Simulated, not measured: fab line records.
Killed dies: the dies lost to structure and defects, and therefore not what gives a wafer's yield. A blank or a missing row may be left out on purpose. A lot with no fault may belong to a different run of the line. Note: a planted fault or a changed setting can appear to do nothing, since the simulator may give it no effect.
fab line records	flow berkeley_cmos170	part 1 of 2: steps 1 to 30 of 41
record: lots: 5	wafers: 15	last_day: 13
route steps=331 shown ACTIVE@67 PFIELD@79 FIELD@89 SACOX@97 SCREENOX@100 NVT@104
lots untouched by any fault: they come from a run of this same line in which no faults occurred
start_h: hours from the record's opening day to when the first of the lot's shown wafers began	wait_h: how many hours have passed since the lot's step before this one	" as in the row above	L1.1+2: a single row standing in for several wafers	- no value present, or no start provided	* or withheld: withheld	< > ~ a bound
route shown NAME@n: a module of which the file shows steps, and the number in the route of the first	usual: the fault-free wafers' mean and standard deviation	same: alike in all rows	chamber/n: place in a boat	sites: the reading at each site	_std_site: standard deviation of those values	_edge_site: inner sites' mean taken away from outer sites' mean	radius_mm: how far each site lies from the wafer's centre	mask NAME#n: copy n	behind: tool/chamber where the wafer was last shaped	hold: what put the lot on hold/how long, in hours/how the hold closed	device: which transistor (n, p or np) failed to switch	end of line: the route-end tests of the same wafers	a step with no rows: only its recipe	killed: dies that structure and defects cost at the first sort, which is not the same as the wafer's yield	map: shows each die of a wafer: x if killed, . if not, _ if none is there
set.NAME: the setting as run; set.NAME@STEP: as run at that earlier step	model.NAME: the simulator's own value behind a step, which no gauge read
lots seen at some steps along the route; tables by step, rows by wafer
services: from which hour (start_h, from the record's first day; less than 0 if before it) a tool's chamber was out of use, for how many hours, and why
== steps ==
step: UCB170_ACTIVE_HMDS_07
recipe: prime_time_s: 60	prime_temp_c: 100
lot.wafer	tool	chamber	start_h	wait_h
L075.1+4+6	litho_track-03	0	112.74	0.1
L082.3+5+6	litho_track-02	0	133.98	0.1
L092.3+4+6	litho_track-01	0	174.17	0.6
L097.1+4+5	litho_track-03	0	196.94	0.1
L096.1+2+4	litho_track-01	0	197.18	0.3
step: UCB170_ACTIVE_COAT_08
recipe: resist: KrF	spin_rpm: 1500	resist_thk_nm: 900
lot.wafer	tool	chamber	start_h	wait_h
L075.1+4+6	litho_track-03	0	112.89	0.1
L082.3+5+6	litho_track-02	0	134.13	0.1
L092.3+4+6	litho_track-01	0	174.32	0.1
L097.1+4+5	litho_track-03	0	197.09	0.1
L096.1+2+4	litho_track-01	0	197.33	0.1
step: UCB170_ACTIVE_SOFTBAKE_09
recipe: resist: KrF	temp_c: 130	time_s: 60
same: time_s: 60
lot.wafer	tool	chamber	start_h	wait_h
L075.1+4+6	litho_track-03	0	113.04	0.1
L082.3+5+6	litho_track-02	0	134.28	0.1
L092.3+4+6	litho_track-01	0	174.47	0.1
L097.1+4+5	litho_track-03	0	197.24	0.1
L096.1+2+4	litho_track-01	0	197.48	0.1
step: UCB170_ACTIVE_EXPOSE_10
recipe: mask_id: ACTIVE	target_cd_nm: 1200	na: 0.5	sigma_outer: 0.6	source_shape: conventional	dose_mj: 20
lot.wafer	tool	chamber	start_h	wait_h	mask
L075.1+4+6	krf_scanner-02	0	113.19	0.1	ACTIVE#0
L082.3+5+6	krf_scanner-01	0	134.72	0.4	ACTIVE#0
L092.3+4+6	krf_scanner-02	0	-	-	ACTIVE#0
L097.1+4+5	krf_scanner-02	0	197.39	0.1	ACTIVE#0
L096.1+2+4	krf_scanner-01	0	197.76	0.2	ACTIVE#0
step: UCB170_ACTIVE_PEB_11
recipe: peb_temp_c: 130	peb_time_s: withheld	resist: KrF
lot.wafer	tool	chamber	start_h	wait_h
L075.1+4+6	litho_track-02	0	113.52	0.3
L082.3+5+6	litho_track-02	0	134.85	0.1
L092.3+4+6	litho_track-01	0	-	-
L097.1+4+5	litho_track-02	0	197.67	0.3
L096.1+2+4	litho_track-03	0	197.87	0.1
step: UCB170_ACTIVE_DEVELOP_12
recipe: developer: TMAH	develop_time_s: 45	resist: KrF	dev_temp_c: 21
usual: developer_temp_C: 21.01/0.1
lot.wafer	tool	chamber	start_h	wait_h	developer_temp_C
L075.1	litho_track-02	0	-	-	20.97
L075.4	"	0	"	"	21.12
L075.6	"	0	"	"	21.01
L082.3	litho_track-02	0	-	-	20.88
L082.5	"	0	"	"	20.88
L082.6	"	0	"	"	20.99
L092.3	litho_track-01	0	-	-	21.04
L092.4	"	0	"	"	20.89
L092.6	"	0	"	"	20.95
L097.1	litho_track-02	0	-	-	20.86
L097.4	"	0	"	"	21.02
L097.5	"	0	"	"	20.89
L096.1	litho_track-03	0	-	-	20.96
L096.2	"	0	"	"	20.97
L096.4	"	0	"	"	21.12
step: UCB170_ACTIVE_CD_MEAS_13
recipe: target_cd_nm: 1200
usual: cd_nm: 1200.0/1.6
lot.wafer	tool	chamber	start_h	wait_h	cd_nm
L075.1	cd_sem-02	-	113.83	-	1200.7
L075.4	"	-	"	"	1198.5
L075.6	"	-	"	"	1200.7
L082.3	cd_sem-02	-	135.12	-	1203.4
L082.5	"	-	"	"	1203.2
L082.6	"	-	"	"	1200.8
L092.3	cd_sem-01	-	176.23	-	1205.4
L092.4	"	-	"	"	1202.8
L092.6	"	-	"	"	1204.9
L097.1	cd_sem-01	-	197.94	-	1201.0
L097.4	"	-	"	"	1201.4
L097.5	"	-	"	"	1201.6
L096.1	cd_sem-01	-	198.15	-	1198.3
L096.2	"	-	"	"	1199.8
L096.4	"	-	"	"	1199.7
step: UCB170_ACTIVE_OVL_MEAS_14
usual: ACTIVE_OVL: 3/4.9
lot.wafer	tool	chamber	start_h	wait_h	ACTIVE_OVL[nm]
L075.1	overlay-01	-	113.95	0.1	5
L075.4	"	-	"	"	0
L075.6	"	-	"	"	2
L082.3	overlay-02	-	135.21	0.1	10
L082.5	"	-	"	"	7
L082.6	"	-	"	"	8
L092.3	overlay-02	-	176.33	0.1	0
L092.4	"	-	"	"	4
L092.6	"	-	"	"	-8
L097.1	overlay-02	-	198.06	0.1	7
L097.4	"	-	"	"	6
L097.5	"	-	"	"	1
L096.1	overlay-01	-	198.27	0.1	1
L096.2	"	-	"	"	5
L096.4	"	-	"	"	2
step: UCB170_ACTIVE_ETCH_15
recipe: chemistry: CH3F/Ar/O2	target: Si3N4	stop_on: SiO2	CH3F_flow_sccm: 20	Ar_flow_sccm: 50	O2_flow_sccm: 7	pressure_mtorr: 50	rf_w: 450	target_depth_a: 2420	over_etch_frac: 0.1	time_s: 151
usual: drypump_motor_current_A: 5.8/0.43	mfc_ar_sccm: 50.00/0.16	oes_product_au: 0.944/0.015	throttle_valve_pct: 8.08/0.12
same: time_s: 151
lot.wafer	tool	chamber	start_h	wait_h	drypump_motor_current_A	mfc_ar_sccm	oes_product_au	rf_hours_counter_h	throttle_valve_pct
L075.1	rie_diel-01	0	113.98	0.0	5.8	50.03	0.945	130	7.95
L075.4	"	2	"	"	5.0	49.94	0.956	144	8.16
L075.6	"	1	"	"	5.9	50.18	0.937	-	8.08
L082.3	rie_diel-01	0	135.23	0.0	5.8	49.99	0.948	131	7.93
L082.5	"	0	"	"	5.8	49.98	0.940	-	7.96
L082.6	"	1	"	"	6.0	49.82	0.930	-	8.08
L092.3	rie_diel-04	3	176.35	0.0	4.8	50.09	0.964	9	8.06
L092.4	"	2	"	"	5.9	49.69	0.928	131	8.25
L092.6	"	2	"	"	5.9	49.84	0.930	-	8.27
L097.1	rie_diel-01	1	198.10	0.0	6.0	49.89	0.924	104	8.07
L097.4	"	1	"	"	6.0	49.98	0.928	-	8.07
L097.5	"	3	"	"	5.4	49.93	0.952	-	8.21
L096.1	rie_diel-03	1	198.31	0.0	6.6	49.71	0.924	110	7.88
L096.2	"	3	"	"	5.8	49.98	0.955	57	8.01
L096.4	"	0	"	"	5.9	50.15	0.941	108	8.14
step: UCB170_ACTIVE_STRIP_16
recipe: chemistry: O2	power_w: 400	pressure_mtorr: 3500	platen_temp_c: withheld	o2_flow_sccm: 400	overash_fraction: 0.5
usual: drypump_motor_current_A: 5.91/0.25	oes_product_au: 0.721/0.0044	strip_time_to_endpoint_s: 18.09/0.081
lot.wafer	tool	chamber	start_h	wait_h	drypump_motor_current_A	oes_product_au	rf_hours_counter_h	strip_time_to_endpoint_s
L075.1	plasma_asher-03	0	114.08	0.1	5.92	0.714	31	18.07
L075.4	"	0	"	"	5.90	0.723	-	18.14
L075.6	"	0	"	"	5.93	0.718	-	18.09
L082.3	plasma_asher-03	1	135.37	0.1	6.25	0.730	-	18.11
L082.5	"	1	"	"	6.24	0.715	-	18.16
L082.6	"	0	"	"	5.91	0.716	-	18.15
L092.3	plasma_asher-01	1	176.48	0.1	5.71	0.718	-	18.02
L092.4	"	0	"	"	5.65	0.722	-	18.05
L092.6	"	1	"	"	5.70	0.719	-	18.14
L097.1	plasma_asher-03	0	198.20	0.1	5.94	0.723	44	18.13
L097.4	"	0	"	"	5.90	0.726	-	18.17
L097.5	"	0	"	"	5.92	0.720	-	18.10
L096.1	plasma_asher-01	0	198.41	0.1	5.65	0.718	47	18.14
L096.2	"	1	"	"	5.70	0.718	47	18.14
L096.4	"	1	"	"	5.70	0.718	-	18.16
step: UCB170_ACTIVE_CD_MEAS_90
recipe: target_cd_nm: 1200
usual: cd_nm: 1200.0/1.6
lot.wafer	tool	chamber	start_h	wait_h	cd_nm
L075.1	cd_sem-01	-	114.19	0.1	1200.9
L075.4	"	-	"	"	1198.9
L075.6	"	-	"	"	1200.5
L082.3	cd_sem-02	-	135.47	0.1	1203.1
L082.5	"	-	"	"	1202.9
L082.6	"	-	"	"	1201.2
L092.3	cd_sem-02	-	176.59	0.1	1204.5
L092.4	"	-	"	"	1202.8
L092.6	"	-	"	"	1205.1
L097.1	cd_sem-01	-	198.30	0.1	1201.1
L097.4	"	-	"	"	1201.3
L097.5	"	-	"	"	1201.6
L096.1	cd_sem-02	-	198.51	0.1	1198.2
L096.2	"	-	"	"	1199.8
L096.4	"	-	"	"	1199.2
step: UCB170_ACTIVE_CLEAN_17
recipe: chemistry: SPM	temp_c: 120	time_s: 600
usual: temp_c: 120.00/0.13
same: time_s: 600
lot.wafer	tool	chamber	start_h	wait_h	temp_c
L075.1	wet_bench-01	2	114.61	0.4	119.98
L075.4	"	2	"	"	120.04
L075.6	"	2	"	"	120.01
L082.3	wet_bench-01	1	136.55	1.1	119.89
L082.5	"	1	"	"	119.78
L082.6	"	1	"	"	119.99
L092.3	wet_bench-02	3	176.70	0.1	120.02
L092.4	"	3	"	"	120.05
L092.6	"	3	"	"	119.94
L096.1	wet_bench-01	3	201.40	2.9	119.78
L096.2	"	3	"	"	119.93
L096.4	"	3	"	"	119.92
L097.1	wet_bench-01	0	201.40	3.1	120.02
L097.4	"	0	"	"	119.98
L097.5	"	0	"	"	119.89
step: UCB170_PFIELD_HMDS_00
recipe: prime_time_s: 60	prime_temp_c: 100
lot.wafer	tool	chamber	start_h	wait_h
L075.1+4+6	litho_track-01	0	115.06	0.3
L082.3+5+6	litho_track-04	0	137.10	0.4
L092.3+4+6	litho_track-02	0	178.42	1.5
L096.1+2+4	litho_track-01	0	202.70	1.1
L097.1+4+5	litho_track-02	0	203.12	1.5
step: UCB170_PFIELD_COAT_01
recipe: resist: KrF	spin_rpm: 1500	resist_thk_nm: 900
lot.wafer	tool	chamber	start_h	wait_h
L075.1+4+6	litho_track-01	0	115.21	0.1
L082.3+5+6	litho_track-04	0	137.25	0.1
L092.3+4+6	litho_track-02	0	178.57	0.1
L096.1+2+4	litho_track-01	0	202.85	0.1
L097.1+4+5	litho_track-02	0	203.27	0.1
step: UCB170_PFIELD_SOFTBAKE_02
recipe: resist: KrF	temp_c: 130	time_s: 60
same: time_s: 60
lot.wafer	tool	chamber	start_h	wait_h
L075.1+4+6	litho_track-01	0	115.36	0.1
L082.3+5+6	litho_track-04	0	137.40	0.1
L092.3+4+6	litho_track-02	0	178.72	0.1
L096.1+2+4	litho_track-01	0	203.00	0.1
L097.1+4+5	litho_track-02	0	203.42	0.1
step: UCB170_PFIELD_EXPOSE_03
recipe: mask_id: PFIELD	na: 0.5	sigma_outer: 0.6	source_shape: conventional	target_cd_nm: 1500	dose_mj: 30
lot.wafer	tool	chamber	start_h	wait_h	mask
L075.1+4+6	krf_scanner-02	0	115.70	0.3	PFIELD#0
L082.3+5+6	krf_scanner-02	0	-	-	PFIELD#0
L092.3+4+6	krf_scanner-02	0	-	-	PFIELD#0
L096.1+2+4	krf_scanner-01	0	203.36	0.3	PFIELD#0
L097.1+4+5	krf_scanner-01	0	203.59	0.1	PFIELD#0
step: UCB170_PFIELD_PEB_04
recipe: peb_temp_c: 130	peb_time_s: withheld	resist: KrF
lot.wafer	tool	chamber	start_h	wait_h
L075.1+4+6	litho_track-04	0	116.46	0.7
L082.3+5+6	litho_track-04	0	-	-
L092.3+4+6	litho_track-01	0	-	-
L096.1+2+4	litho_track-01	0	204.15	0.8
L097.1+4+5	litho_track-01	0	204.43	0.8
step: UCB170_PFIELD_DEVELOP_05
recipe: developer: TMAH	develop_time_s: 45	resist: KrF	dev_temp_c: 21
usual: developer_temp_C: 20.99/0.096
lot.wafer	tool	chamber	start_h	wait_h	developer_temp_C
L075.1	litho_track-04	0	-	-	20.81
L075.4	"	0	"	"	21.07
L075.6	"	0	"	"	21.00
L082.3	litho_track-04	0	-	-	21.02
L082.5	"	0	"	"	20.92
L082.6	"	0	"	"	20.91
L092.3	litho_track-01	0	-	-	20.99
L092.4	"	0	"	"	21.19
L092.6	"	0	"	"	21.09
L096.1	litho_track-01	0	-	-	21.22
L096.2	"	0	"	"	21.10
L096.4	"	0	"	"	21.16
L097.1	litho_track-01	0	-	-	20.94
L097.4	"	0	"	"	21.04
L097.5	"	0	"	"	20.94
step: UCB170_PFIELD_OVL_MEAS_06
usual: PFIELD_OVL: -2/6.3
lot.wafer	tool	chamber	start_h	wait_h	PFIELD_OVL[nm]
L075.1	overlay-02	-	116.74	-	4
L075.4	"	-	"	"	7
L075.6	"	-	"	"	5
L082.3	overlay-01	-	139.14	-	-6
L082.5	"	-	"	"	-3
L082.6	"	-	"	"	-8
L092.3	overlay-01	-	180.55	-	-2
L092.4	"	-	"	"	5
L092.6	"	-	"	"	-5
L096.1	overlay-02	-	204.43	-	-6
L096.2	"	-	"	"	-2
L096.4	"	-	"	"	-1
L097.1	overlay-02	-	204.70	-	-4
L097.4	"	-	"	"	0
L097.5	"	-	"	"	1
step: UCB170_PFIELD_IMPLANT_07
recipe: species: B	dose_cm2: 2e+13	energy_kev: 80	tilt_deg: 7
lot.wafer	tool	chamber	start_h	wait_h
L075.1+4+6	implanter-02	0	116.77	0.0
L082.3+5+6	implanter-02	0	139.21	0.1
L092.3+4+6	implanter-02	0	180.63	0.1
L096.1+2+4	implanter-04	0	204.46	0.0
L097.1+4+5	implanter-04	0	204.74	0.0
step: UCB170_PFIELD_STRIP_08
recipe: chemistry: O2	power_w: 400	pressure_mtorr: 3500	platen_temp_c: withheld	o2_flow_sccm: 400	overash_fraction: 0.5
usual: drypump_motor_current_A: 5.8/0.33	oes_product_au: 0.735/0.0044	strip_time_to_endpoint_s: 21.66/0.051
lot.wafer	tool	chamber	start_h	wait_h	drypump_motor_current_A	oes_product_au	rf_hours_counter_h	strip_time_to_endpoint_s
L075.1	plasma_asher-02	0	116.92	0.1	5.5	0.733	41	21.62
L075.4	"	1	"	"	5.2	0.745	-	21.72
L075.6	"	0	"	"	5.5	0.740	-	21.72
L082.3	plasma_asher-03	1	139.34	0.1	6.3	0.735	-	21.63
L082.5	"	0	"	"	5.9	0.733	-	21.62
L082.6	"	1	"	"	6.2	0.735	-	21.65
L092.3	plasma_asher-03	1	180.76	0.1	6.3	0.740	-	21.67
L092.4	"	0	"	"	6.0	0.734	-	21.66
L092.6	"	1	"	"	6.3	0.731	-	21.68
L096.1	plasma_asher-03	1	204.61	0.1	6.2	0.737	44	21.56
L096.2	"	0	"	"	5.9	0.733	44	21.61
L096.4	"	0	"	"	5.9	0.732	-	21.60
L097.1	plasma_asher-01	0	204.89	0.1	5.6	0.727	48	21.73
L097.4	"	1	"	"	5.7	0.732	-	21.67
L097.5	"	1	"	"	5.7	0.736	-	21.72
step: UCB170_PFIELD_TW_MEAS_09
usual: PFIELD_TW: 600.3/2.6
lot.wafer	tool	chamber	start_h	wait_h	PFIELD_TW
L075.1	film_metro-02	-	117.02	0.1	601.4
L075.4	"	-	"	"	601.3
L075.6	"	-	"	"	600.6
L082.3	film_metro-04	-	139.43	0.1	601.0
L082.5	"	-	"	"	596.8
L082.6	"	-	"	"	600.5
L092.3	film_metro-04	-	180.85	0.1	599.6
L092.4	"	-	"	"	605.6
L092.6	"	-	"	"	602.9
L096.1	film_metro-04	-	204.71	0.1	603.1
L096.2	"	-	"	"	601.6
L096.4	"	-	"	"	603.0
L097.1	film_metro-02	-	204.99	0.1	602.8
L097.4	"	-	"	"	598.8
L097.5	"	-	"	"	602.6
step: UCB170_FIELD_CLEAN_00
recipe: chemistry: dHF	dilution: 25:1	time_s: 7.5
same: time_s: 7.5
lot.wafer	tool	chamber	start_h	wait_h
L075.1+4+6	wet_bench-04	1	117.34	0.3
L082.3+5+6	wet_bench-04	0	139.47	0.0
L092.3+4+6	wet_bench-04	3	180.89	0.0
L096.1+2+4	wet_bench-03	2	204.77	0.1
L097.1+4+5	wet_bench-04	1	205.07	0.1
step: UCB170_FIELD_OXIDATION_01
recipe: temp_c: 1000	ambient: H2O	p_h2o_torr: 584.62	target_thk_a: 5583	ox_time_s: 7200
usual: spike_tc_load_C: 1023.4/1.5	tube_center_temp_C: 999.99/0.1
lot.wafer	tool	chamber	start_h	wait_h	spike_tc_load_C	tube_center_temp_C
L075.1	furnace-01	0	118.88	1.5	1020.4	999.98
L075.4	"	0	"	"	1021.8	1000
L075.6	"	0	"	"	1021.2	999.88
L082.3	furnace-01	0	141.58	2.1	1022.6	1000
L082.5	"	0	"	"	1023.7	999.97
L082.6	"	0	"	"	1021.8	999.97
L092.3	furnace-01	0	183.10	2.2	1021.7	1000.1
L092.4	"	0	"	"	1023.6	1000
L092.6	"	0	"	"	1022.3	999.88
L096.1	furnace-02	0	209.34	4.6	1023.8	999.79
L096.2	"	0	"	"	1023.7	999.83
L096.4	"	0	"	"	1023.7	999.83
L097.1	furnace-02	0	209.34	4.3	1024.4	999.97
L097.4	"	0	"	"	1023.3	1000.1
L097.5	"	0	"	"	1025.3	999.9
step: UCB170_FIELD_THK_MEAS_02
recipe: reads: SiO2_of_FIELD_OXIDATION_01
usual: FIELD_OXIDE_THK: 558/13
lot.wafer	tool	chamber	start_h	wait_h	FIELD_OXIDE_THK[nm]
L075.1	film_metro-02	-	121.88	0.0	563
L075.4	"	-	"	"	562
L075.6	"	-	"	"	559
L082.3	film_metro-01	-	144.60	0.0	561
L082.5	"	-	"	"	562
L082.6	"	-	"	"	570
L092.3	film_metro-02	-	186.13	0.0	560
L092.4	"	-	"	"	564
L092.6	"	-	"	"	560
L096.1	film_metro-02	-	212.34	0.0	579
L096.2	"	-	"	"	565
L096.4	"	-	"	"	579
L097.1	film_metro-02	-	212.40	0.1	544
L097.4	"	-	"	"	556
L097.5	"	-	"	"	552
step: UCB170_FIELD_ANNEAL_03
recipe: temp_c: 1000	time_s: 1200	ambient: N2
usual: spike_tc_load_C: 1024.4/1.4	tube_center_temp_C: 1000/0.096
same: time_s: 1200
lot.wafer	tool	chamber	start_h	wait_h	spike_tc_load_C	tube_center_temp_C
L075.1	furnace-04	0	126.17	4.3	1024.8	999.95
L075.4	"	0	"	"	1025.5	1000
L075.6	"	0	"	"	1025.3	999.95
L082.3	furnace-04	0	150.54	5.9	1027.8	999.97
L082.5	"	0	"	"	1026.0	999.93
L082.6	"	0	"	"	1025.7	1000.1
L092.3	furnace-02	0	190.64	4.5	1023.3	999.99
L092.4	"	0	"	"	1021.9	1000.1
L092.6	"	0	"	"	1024.6	999.79
L096.1	furnace-01	0	218.01	5.7	1021.8	1000.1
L096.2	"	0	"	"	1023.3	999.97
L096.4	"	0	"	"	1023.2	1000
L097.1	furnace-01	0	218.01	5.6	1022.1	1000
L097.4	"	0	"	"	1021.1	1000.1
L097.5	"	0	"	"	1022.0	1000
step: UCB170_FIELD_WET_ETCH_04
recipe: chemistry: dHF	dilution: 10:1	target: SiO2	temp_c: 25	time_s: 60
usual: temp_c: 25.02/0.12
same: time_s: 60
lot.wafer	tool	chamber	start_h	wait_h	temp_c
L075.1	wet_bench-01	0	127.50	0.0	25.10
L075.4	"	0	"	"	24.87
L075.6	"	0	"	"	24.99
L082.3	wet_bench-04	1	151.87	0.0	25.10
L082.5	"	1	"	"	25.03
L082.6	"	1	"	"	25.15
L092.3	wet_bench-04	0	191.98	0.0	24.98
L092.4	"	0	"	"	24.90
L092.6	"	0	"	"	24.92
L096.1	wet_bench-04	3	219.34	0.0	25.10
L096.2	"	3	"	"	25.12
L096.4	"	3	"	"	25.07
L097.1	wet_bench-04	3	219.34	0.0	25.22
L097.4	"	3	"	"	24.99
L097.5	"	3	"	"	25.04
step: UCB170_FIELD_WET_ETCH_05
recipe: chemistry: H3PO4	target: Si3N4	temp_c: 160	time_s: 12600
usual: temp_c: 160.03/0.14
same: time_s: 12600
lot.wafer	tool	chamber	start_h	wait_h	temp_c
L075.1	wet_bench-04	0	127.52	0.0	160.03
L075.4	"	0	"	"	160.00
L075.6	"	0	"	"	159.90
L082.3	wet_bench-04	3	151.89	0.0	160.30
L082.5	"	3	"	"	159.98
L082.6	"	3	"	"	160.17
L092.3	wet_bench-04	1	192.00	0.0	160.12
L092.4	"	1	"	"	159.83
L092.6	"	1	"	"	159.80
L096.1	wet_bench-04	3	219.36	0.0	159.92
L096.2	"	3	"	"	159.92
L096.4	"	3	"	"	160.15
L097.1	wet_bench-04	0	219.36	0.0	160.13
L097.4	"	0	"	"	159.72
L097.5	"	0	"	"	160.01
step: UCB170_FIELD_WET_ETCH_06
recipe: chemistry: BOE	dilution: 5:1	target: SiO2	temp_c: 25	time_s: 22
usual: temp_c: 24.98/0.1
same: time_s: 22
lot.wafer	tool	chamber	start_h	wait_h	temp_c
L075.1	wet_bench-01	1	131.35	0.0	24.96
L075.4	"	1	"	"	25.06
L075.6	"	1	"	"	24.98
L082.3	wet_bench-01	2	155.40	0.0	25.00
L082.5	"	2	"	"	25.09
L082.6	"	2	"	"	24.91
L092.3	wet_bench-01	2	195.51	0.0	25.09
L092.4	"	2	"	"	24.96
L092.6	"	2	"	"	25.04
L096.1	wet_bench-03	2	222.87	0.0	25.06
L096.2	"	2	"	"	24.95
L096.4	"	2	"	"	24.98
L097.1	wet_bench-03	1	222.87	0.0	25.18
L097.4	"	1	"	"	24.92
L097.5	"	1	"	"	25.04
step: UCB170_FIELD_THK_MEAS_90
recipe: reads: SiO2_of_FIELD_OXIDATION_01
usual: FIELD_OXIDE_LEFT_1_THK: 441/13
lot.wafer	tool	chamber	start_h	wait_h	FIELD_OXIDE_LEFT_1_THK[nm]
L075.1	film_metro-01	-	131.37	0.0	446
L075.4	"	-	"	"	445
L075.6	"	-	"	"	441
L082.3	film_metro-02	-	155.45	0.0	445
L082.5	"	-	"	"	446
L082.6	"	-	"	"	454
L092.3	film_metro-03	-	195.71	0.2	444
L092.4	"	-	"	"	447
L092.6	"	-	"	"	444
L096.1	film_metro-01	-	222.89	0.0	462
L096.2	"	-	"	"	449
L096.4	"	-	"	"	462
L097.1	film_metro-02	-	222.91	0.0	428
L097.4	"	-	"	"	440
L097.5	"	-	"	"	436
